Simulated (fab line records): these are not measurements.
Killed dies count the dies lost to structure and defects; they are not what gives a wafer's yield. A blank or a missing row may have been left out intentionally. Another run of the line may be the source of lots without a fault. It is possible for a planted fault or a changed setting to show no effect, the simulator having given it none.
Which tool is to blame? -- flow berkeley_cmos170 -- 39 wafers from 13 lots sampled at 5 of the route's 331 steps

## WHAT THE GAUGES SHOWED, per wafer
UCB170_ACTIVE_CD_MEAS_13: the cd target is 1200 nm. Usual: 1200.1 nm for cd_nm, sd 1.5.
lot,measured,on,cd_nm (nm),flag
L283,day 4 12:12,cd_sem-02,1199.7 1200.8 1199.2,
L284,day 5 04:25,cd_sem-02,1200.1 1200.5 1200.7,
L287,day 5 20:35,cd_sem-01,1201.1 1198.8 1200.6,
L288,day 6 01:50,cd_sem-02,1201.5 1201.1 1201.5,
L290,day 6 11:18,cd_sem-02,1199.1 1199.1 1198.9,
L296,day 7 23:10,cd_sem-01,1189.3 1194.2 1189.5,OFF
L297,day 7 23:25,cd_sem-02,1199.2 1197.2 1198.7,
L300,day 8 16:58,cd_sem-02,1198.6 1199.1 1199.1,
L298,day 8 17:04,cd_sem-01,1200.4 1201.4 1201.5,
L302,day 9 04:36,cd_sem-01,1200.6 1199.9 1200.1,
L303,day 9 04:59,cd_sem-01,1202.8 1202.1 1201.1,
L306,day 9 16:01,cd_sem-01,1201.8 1202.3 1201.0,
L305,day 10 09:24,cd_sem-02,1202.0 1202.1 1201.6,

UCB170_V1_THK_MEAS_04. Usual: V1_POLISHED_THK gives 998.9 nm (standard deviation 1.6).
lot,measured,on,V1_POLISHED_THK (nm),flag
L283,day 7 23:35,film_metro-04,999.6 996.6 998.8,
L284,day 9 02:22,film_metro-02,997.0 996.6 998.6,
L287,day 9 20:03,film_metro-01,996.0 998.9 999.1,
L288,day 9 19:45,film_metro-04,999.3 997.8 999.7,
L290,day 9 23:51,film_metro-04,999.2 1001.1 999.2,
L296,day 11 14:08,film_metro-04,997.5 998.1 996.1,
L297,day 11 15:28,film_metro-01,997.3 999.5 1000.3,
L300,day 12 00:41,film_metro-02,997.7 1001.7 999.6,
L298,day 11 23:20,film_metro-04,996.7 998.3 1000.6,
L302,day 12 18:06,film_metro-02,998.1 1000.3 998.4,
L303,day 12 13:06,film_metro-02,999.8 998.0 999.0,
L306,day 13 07:24,film_metro-01,999.1 998.7 1003.4,
L305,day 14 16:33,film_metro-02,1002.7 999.9 1000.9,

## WHAT TOOL EACH LOT RAN ON (gives the tool, then ch and the chambers of the sampled wafers, and finally the start)
lot,UCB170_ACTIVE_EXPOSE_10,UCB170_BACKSIDE_STRIP_03,UCB170_SDANNEAL_RTA_00
L283,"krf_scanner-02 ch 0, day 4 11:17","plasma_asher-03 ch 0,1, day 7 08:48","rtp_anneal-02 ch 0, day 7 09:40"
L284,"krf_scanner-02 ch 0, day 5 03:41","plasma_asher-03 ch 0,1, day 8 14:28","rtp_anneal-02 ch 0, day 8 14:45"
L287,"krf_scanner-02 ch 0, day 5 19:59","plasma_asher-01 ch 0,1, day 9 06:12","rtp_anneal-02 ch 0, day 9 08:47"
L288,"krf_scanner-02 ch 0, day 6 01:23","plasma_asher-03 ch 0,1, day 9 05:36","rtp_anneal-01 ch 0, day 9 08:47"
L290,"krf_scanner-02 ch 0, day 6 10:55","plasma_asher-03 ch 0,1, day 9 11:55","rtp_anneal-01 ch 0, day 9 12:49"
L296,"krf_scanner-02 ch 0, day 7 22:47","plasma_asher-03 ch 0,1, day 11 01:08","rtp_anneal-01 ch 0, day 11 01:26"
L297,"krf_scanner-01 ch 0, day 7 23:01","plasma_asher-01 ch 0,1, day 11 01:26","rtp_anneal-02 ch 0, day 11 01:43"
L300,"krf_scanner-01 ch 0, day 8 16:34","plasma_asher-01 ch 0,1, day 11 11:17","rtp_anneal-02 ch 0, day 11 11:35"
L298,"krf_scanner-01 ch 0, day 8 16:40","plasma_asher-04 ch 0,1, day 11 11:05","rtp_anneal-01 ch 0, day 11 11:24"
L302,"krf_scanner-01 ch 0, day 9 03:44","plasma_asher-01 ch 0,1, day 12 06:22","rtp_anneal-01 ch 0, day 12 06:38"
L303,"krf_scanner-01 ch 0, day 9 04:13","plasma_asher-01 ch 0,1, day 12 01:42","rtp_anneal-02 ch 0, day 12 01:59"
L306,"krf_scanner-01 ch 0, day 9 15:38","plasma_asher-03 ch 0,1, day 12 21:50","rtp_anneal-01 ch 0, day 12 22:07"
L305,"krf_scanner-01 ch 0, day 10 08:46","plasma_asher-03 ch 1, day 14 03:27","rtp_anneal-01 ch 0, day 14 03:46"
- UCB170_ACTIVE_EXPOSE_10: exposes mask ACTIVE, target cd 1200 nm.
- UCB170_BACKSIDE_STRIP_03: strips in O2.
- UCB170_SDANNEAL_RTA_00: time 10 s.

## WHAT THE TOOLS THEMSELVES READ (means of the sampled wafers that have a number; where no wafer has one, the mark that the record gives instead)
UCB170_ACTIVE_EXPOSE_10. Usual: exposure_dose_mJ_cm2 19.979, standard deviation 0.023; focus_offset_nm 0.0 nm, standard deviation 0.56.
lot,tool,exposure_dose_mJ_cm2,focus_offset_nm (nm),flag
L283,krf_scanner-02,19.987,-0.3,
L284,krf_scanner-02,20.010,0.7,
L287,krf_scanner-02,19.947,-0.1,
L288,krf_scanner-02,19.976,0.0,
L290,krf_scanner-02,19.950,-0.4,
L296,krf_scanner-02,19.808,0.2,OFF
L297,krf_scanner-01,19.973,0.8,
L300,krf_scanner-01,19.993,0.6,
L298,krf_scanner-01,19.989,0.5,
L302,krf_scanner-01,19.977,-0.9,
L303,krf_scanner-01,19.958,0.2,
L306,krf_scanner-01,19.976,-0.0,
L305,krf_scanner-01,19.995,0.4,

UCB170_BACKSIDE_STRIP_03. Usual: drypump_motor_current_A 5.64 A, standard deviation 0.074; oes_product_au 0.734 a.u., standard deviation 0.0047; strip_time_to_endpoint_s 21.99 s, standard deviation 0.061.
lot,tool,drypump_motor_current_A (A),oes_product_au (a.u.),strip_time_to_endpoint_s (s),flag
L283,plasma_asher-03,5.56,0.736,22.00,
L284,plasma_asher-03,5.62,0.734,21.96,
L287,plasma_asher-01,5.65,0.739,22.02,
L288,plasma_asher-03,5.61,0.739,21.97,
L290,plasma_asher-03,5.59,0.735,21.93,
L296,plasma_asher-03,5.56,0.728,22.00,
L297,plasma_asher-01,5.66,0.731,21.99,
L300,plasma_asher-01,5.66,0.732,22.10,
L298,plasma_asher-04,5.75,0.738,21.91,
L302,plasma_asher-01,5.66,0.734,21.97,
L303,plasma_asher-01,5.66,0.737,22.01,
L306,plasma_asher-03,5.63,0.734,22.06,
L305,plasma_asher-03,5.67,0.736,21.90,

UCB170_SDANNEAL_RTA_00. Usual: lamp_power_pct 24.9 %, standard deviation 1.4; wafer_temp_C_max 903.3, standard deviation 0.77.
lot,tool,lamp_power_pct (%),wafer_temp_C_max,flag
L283,rtp_anneal-02,26.4,902.1,
L284,rtp_anneal-02,26.4,903.3,
L287,rtp_anneal-02,26.4,903.5,
L288,rtp_anneal-01,23.7,903.1,
L290,rtp_anneal-01,23.6,904.2,
L296,rtp_anneal-01,23.6,902.9,
L297,rtp_anneal-02,26.4,902.5,
L300,rtp_anneal-02,26.4,902.9,
L298,rtp_anneal-01,23.6,904.4,
L302,rtp_anneal-01,23.6,904.3,
L303,rtp_anneal-02,26.4,902.4,
L306,rtp_anneal-01,23.7,903.4,
L305,rtp_anneal-01,23.6,903.1,

## THE ANSWER, worked out from the rows above alone
Rule: a lot counts as off when the mean over its wafers that have a number is more than 3 standard deviations away from the usual mean. Also off: a lot with no number at a reading for which 4 or more lots have one. Where the step has rows for the other lots, those lots are counted as sound. After the gauges, taken in route order, come the tools' own readings; for these a lot's mean is taken, as printed above. At the first step where some lot is off, the reading lying furthest off is the one used; lots without a number count as furthest.
Off: L296 (UCB170_ACTIVE_CD_MEAS_13, cd_nm).
If a tool, at a process step before that reading, ran all the lots that are off and no sound lot after the first of them, it fits. The gauges at UCB170_ACTIVE_CD_MEAS_13 aren't tried: what is off there is off at UCB170_ACTIVE_EXPOSE_10 too, on other tools, and a gauge's error can't cause that. One fits: krf_scanner-02 at UCB170_ACTIVE_EXPOSE_10. Its last sound lot is L290 (day 6 10:55), its first lot that is off L296 (day 7 22:47): a fault that began between those two fits.
The tool's own readings at UCB170_ACTIVE_EXPOSE_10 bear it out: on the lots that are off they differ by more than 5 times the standard deviation of the sound lots' means. exposure_dose_mJ_cm2 reads 19.808 there against 19.978 on the sound lots.

## WHAT WAS PUT IN BY THE SIMULATOR
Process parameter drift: krf_scanner-02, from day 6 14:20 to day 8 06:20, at UCB170_ACTIVE_EXPOSE_10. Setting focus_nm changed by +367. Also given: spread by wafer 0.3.
Shown lots that were struck: L296. The rule above found the same.
